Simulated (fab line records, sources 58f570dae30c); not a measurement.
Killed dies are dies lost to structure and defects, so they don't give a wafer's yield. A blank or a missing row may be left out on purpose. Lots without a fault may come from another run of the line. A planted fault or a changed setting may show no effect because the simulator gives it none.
Which tool did it? | flow berkeley_cmos170 | 14 lots, 42 wafers sampled, at 5 steps of a route of 331

WHAT THE GAUGES READ, wafer by wafer
UCB170_NWELL_OVL_MEAS_12.
lot  | measured    | on         | NWELL_OVL (nm)
L695 | day 2 16:39 | overlay-01 | 8 9 6
L696 | day 2 16:53 | overlay-02 | 8 7 12
L698 | day 3 01:59 | overlay-02 | 2 5 0
L699 | day 3 11:36 | overlay-02 | 12 11 11
L700 | day 3 11:59 | overlay-01 | -9 -1 0
L701 | day 3 20:34 | overlay-02 | 5 5 6
L708 | day 5 02:01 | overlay-01 | 3 -6 -2
L710 | day 5 19:22 | overlay-01 | 4 11 11
L711 | day 5 19:38 | overlay-02 | -4 3 1
L712 | day 6 03:57 | overlay-02 | -4 -1 2
L713 | day 6 04:41 | overlay-02 | 3 -1 1
L716 | day 6 19:31 | overlay-02 | -3 -3 2
L715 | day 6 19:43 | overlay-01 | 6 8 11
L717 | day 7 04:43 | overlay-02 | 11 8 6

UCB170_SDANNEAL_RS_MEAS_04: measures by four-point-probe.
lot  | measured     | on            | PLDD_RS (ohm/sq)
L695 | day 8 09:56  | film_metro-01 | 1031.2 1031.7 1028.4
L696 | day 8 08:21  | film_metro-01 | 1027.6 1029.0 1027.0
L698 | day 8 18:43  | film_metro-04 | 1032.3 1033.8 1034.2
L699 | day 8 18:33  | film_metro-03 | 1033.8 1034.8 1032.6
L700 | day 8 19:13  | film_metro-04 | 951.0 950.4 951.1 950.1 952.3 953.4
L701 | day 8 21:37  | film_metro-04 | 953.2 951.0 952.8 952.4 953.1 952.5
L708 | day 10 08:04 | film_metro-03 | 1032.2 1029.2 1031.6
L710 | day 11 07:49 | film_metro-04 | 1025.4 1027.8 1028.6
L711 | day 11 08:26 | film_metro-04 | 1032.2 1032.2 1031.5
L712 | day 12 00:21 | film_metro-01 | 1036.9 1032.8 1031.7
L713 | day 12 00:08 | film_metro-04 | 1035.1 1033.0 1034.3
L716 | day 12 13:10 | film_metro-04 | 1034.9 1034.7 1036.1
L715 | day 12 12:29 | film_metro-04 | 1036.8 1034.3 1035.4
L717 | day 12 12:46 | film_metro-01 | 1026.4 1027.8 1026.6

UCB170_SDANNEAL_RS_MEAS_05: measures by four-point-probe.
lot  | measured     | on            | NLDD_RS (ohm/sq)
L695 | day 8 10:04  | film_metro-01 | 614.9 616.3 615.1
L696 | day 8 08:28  | film_metro-01 | 616.5 614.3 617.2
L698 | day 8 18:50  | film_metro-04 | 616.3 616.6 616.7
L699 | day 8 18:40  | film_metro-03 | 617.2 619.2 618.2
L700 | day 8 23:58  | film_metro-04 | 605.6 604.1 605.4 604.3 602.7 605.5
L701 | day 9 00:10  | film_metro-04 | 607.4 605.5 607.0 607.1 606.9 608.4
L708 | day 10 08:11 | film_metro-03 | 616.0 615.9 617.8
L710 | day 11 07:56 | film_metro-04 | 617.4 616.7 617.7
L711 | day 11 08:34 | film_metro-04 | 614.9 617.9 616.8
L712 | day 12 00:28 | film_metro-01 | 616.3 616.9 616.7
L713 | day 12 00:15 | film_metro-04 | 615.5 617.1 616.1
L716 | day 12 13:17 | film_metro-04 | 617.2 615.9 615.6
L715 | day 12 12:36 | film_metro-04 | 617.2 615.3 616.0
L717 | day 12 12:53 | film_metro-01 | 616.2 615.2 616.0

UCB170_V1_CD_MEAS_90: target cd 700 nm.
lot  | measured     | on        | cd_nm (nm)
L695 | day 8 22:08  | cd_sem-01 | 700.2 699.4 699.4
L696 | day 8 20:01  | cd_sem-01 | 699.1 698.5 699.3
L698 | day 9 06:52  | cd_sem-02 | 697.2 698.4 699.3
L699 | day 9 05:26  | cd_sem-01 | 699.7 701.0 699.3
L700 | day 10 06:22 | cd_sem-01 | 698.0 699.5 698.8
L701 | day 10 08:10 | cd_sem-02 | 701.6 700.1 700.4
L708 | day 10 22:07 | cd_sem-02 | 699.0 698.9 698.9
L710 | day 12 00:07 | cd_sem-02 | 701.2 701.7 700.3
L711 | day 11 23:49 | cd_sem-02 | 701.3 701.8 700.4
L712 | day 12 19:40 | cd_sem-01 | 700.9 700.3 698.9
L713 | day 12 12:19 | cd_sem-02 | 699.0 700.6 699.0
L716 | day 13 03:47 | cd_sem-02 | 698.8 698.4 698.9
L715 | day 13 02:11 | cd_sem-02 | 699.8 699.2 699.6
L717 | day 13 03:43 | cd_sem-01 | 701.1 701.0 702.5

WHICH TOOL RAN EACH LOT (tool, then ch and the chambers of the sampled wafers, then the start)
lot  | UCB170_SPACER_ANNEAL_02
L695 | furnace-02 ch 0, day 7 21:59
L696 | furnace-02 ch 0, day 7 21:59
L698 | furnace-01 ch 0, day 8 05:41
L699 | furnace-01 ch 0, day 8 05:41
L700 | furnace-02 ch 0, day 8 09:08
L701 | furnace-02 ch 0, day 8 15:08
L708 | furnace-04 ch 0, day 10 02:00
L710 | furnace-04 ch 0, day 11 00:40
L711 | furnace-04 ch 0, day 11 00:40
L712 | furnace-01 ch 0, day 11 14:00
L713 | furnace-01 ch 0, day 11 14:00
L716 | furnace-02 ch 0, day 12 06:10
L715 | furnace-02 ch 0, day 12 06:10
L717 | furnace-02 ch 0, day 12 06:10
- UCB170_SPACER_ANNEAL_02: time 1800 s.

WHAT THE TOOLS THEMSELVES READ (means of the sampled wafers that have a number; where no wafer has one, the mark that the record gives instead)
The record holds no such reading with a usual standard deviation.

THE ANSWER, worked out from the rows above alone
Rule: what is usual is taken from the lots themselves. Put in order of their means at a reading, lots are off if they are a third of the lots or fewer, leave a main group of 4 or more, and stand apart from it by a gap of 3 or more times the standard deviation of the main group's means; of several such gaps the widest counts. A main group whose means are all the same, to the digits that the tables above print for the reading, isn't used. A lot without any number at a reading at which 4 lots or more have one is off too. The other lots that the step has rows for count as sound. The gauges are gone through in route order, then the tools' own readings, and for those a lot's mean is taken as printed above. The first step at which some lot is off is used, and at that step the reading that is off furthest; a lot without a number counts as furthest.
Off: L700, L701, at UCB170_SDANNEAL_RS_MEAS_04 (PLDD_RS). The main group: mean 1031.8 ohm/sq, standard deviation 2.9.
A tool fits if, at a process step before that reading, it ran every lot that is off, and no sound lot after the first of them. The gauges at UCB170_SDANNEAL_RS_MEAS_04 are tried like those tools. None of those tried fits.

WHAT THE SIMULATOR HAD PUT IN
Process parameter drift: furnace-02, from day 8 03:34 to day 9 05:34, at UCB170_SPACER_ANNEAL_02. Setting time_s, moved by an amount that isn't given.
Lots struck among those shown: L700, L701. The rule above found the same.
